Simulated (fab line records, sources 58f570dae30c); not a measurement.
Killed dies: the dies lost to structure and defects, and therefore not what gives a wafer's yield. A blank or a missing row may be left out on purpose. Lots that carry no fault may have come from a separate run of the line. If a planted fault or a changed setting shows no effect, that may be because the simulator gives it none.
A lot that was struck, set against a sound lot + flow berkeley cmos170 + 14 out of 331 route steps
Sound: these wafers, L988.3, L988.4, L988.5. The struck wafers were L986.1, L986.2, L986.6. The cause is given at the end.
At each step with rows: each side's tool, then ch and its chambers, then its first start. Under that, the readings that differ: sound wafers + struck wafers + difference of the means + sigmas: that difference in standard deviations of wafers without a fault.
alike: readings with means less than 2 such deviations apart, plus words and numbers identical on both sides. not compared: withheld readings, readings lacking a value on some wafer, bounds such as >300 that could conceal the same value, and numbers that have no deviation in the record and whose values overlap.
A row with sigmas, a row that says differs or no value, or rows on one side alone: a step with any of these is where the two part. When numbers do not overlap yet have no deviation, they are printed without sigmas and do not part them. A reading that every wafer of one side lacks parts them only if that side has two wafers or more.

first, 3 steps without rows for these wafers: UCB170_PFIELD_EXPOSE_03 (exposes mask PFIELD, target cd 1500 nm); UCB170_PFIELD_PEB_04; UCB170_PFIELD_DEVELOP_05 (develop time 45 s).
UCB170_PFIELD_OVL_MEAS_06:
  sound on overlay-02, day 5 20:25; struck on overlay-01, day 5 20:47
  alike: PFIELD_OVL
after that, 1 step had no rows for these wafers: UCB170_PFIELD_IMPLANT_07.
UCB170_PFIELD_STRIP_08: strips in O2.
  sound on plasma asher-03 ch 0,1, day 5 20:38; struck on plasma asher-04 ch 0,1, day 5 20:59
| reading                      | sound             | struck            | difference | sigmas |
|------------------------------|-------------------|-------------------|------------|--------|
| drypump motor current A (A)  | 6.8 6.3 6.8       | 5.0 5.2 4.9       | -1.6       | -3     |
| strip time to endpoint s (s) | 21.71 21.70 21.75 | 21.57 21.56 21.59 | -0.15      | -2     |
  alike: oes product au
  not compared: rf hours counter h
UCB170_PFIELD_TW_MEAS_09:
  sound on film metro-03, day 5 20:44; struck on film metro-04, day 5 21:05
  alike: PFIELD_TW
then, 2 steps without rows for these wafers: UCB170_FIELD_CLEAN_00 (cleans in dHF, time 7.5 s); UCB170_FIELD_OXIDATION_01 (target thk 558.3 nm, ox time 7200 s).
UCB170_FIELD_THK_MEAS_02:
  sound on film metro-02, day 6 04:26; struck on film metro-01, day 6 04:25
  alike: FIELD_OXIDE_THK
then, 2 steps without rows for these wafers: UCB170_FIELD_ANNEAL_03 (time 1200 s); UCB170_FIELD_WET_ETCH_04 (etches SiO2 in dHF, time 60 s).
UCB170_FIELD_WET_ETCH_05: etches Si3N4 in H3PO4, time 12600 s.
  sound on wet bench-04 ch 3, day 6 08:07; struck on wet bench-04 ch 0, day 6 08:07
  no value came back on the struck wafers for bath guard temp C (C), bath heat duty pct (%); on the sound wafers bath guard temp C (C) reads 160.4 160.3 160.6
| reading                                      | sound             | struck            | difference | sigmas |
|----------------------------------------------|-------------------|-------------------|------------|--------|
| model.Si3N4_of_ACTIVE_CVD_05.thk nm (nm)     | 0 0 0             | 212.5 211.1 210.4 | +211.3     |        |
| model.SiO2_of_FIELD_OXIDATION_01.thk nm (nm) | 478.6 491.4 492.9 | 517.6 511.9 514.3 | +27.0      |        |
UCB170_FIELD_WET_ETCH_06: etches SiO2 in BOE, time 22 s.
  sound on wet bench-04 ch 3, day 6 11:39; struck on wet bench-04 ch 0, day 6 11:39
| reading                                      | sound             | struck            | difference | sigmas |
|----------------------------------------------|-------------------|-------------------|------------|--------|
| model.SiO2_of_FIELD_OXIDATION_01.thk nm (nm) | 427.7 440.4 441.8 | 466.6 461.1 463.5 | +27.1      |        |
  alike: bath heat duty pct, run length s

WHERE THEY PART
First at UCB170_PFIELD_STRIP_08; last, within this record, at UCB170_FIELD_WET_ETCH_05. Later steps at which nothing parts them and some readings are alike: UCB170_FIELD_WET_ETCH_06.

WHY: what the simulator had put in
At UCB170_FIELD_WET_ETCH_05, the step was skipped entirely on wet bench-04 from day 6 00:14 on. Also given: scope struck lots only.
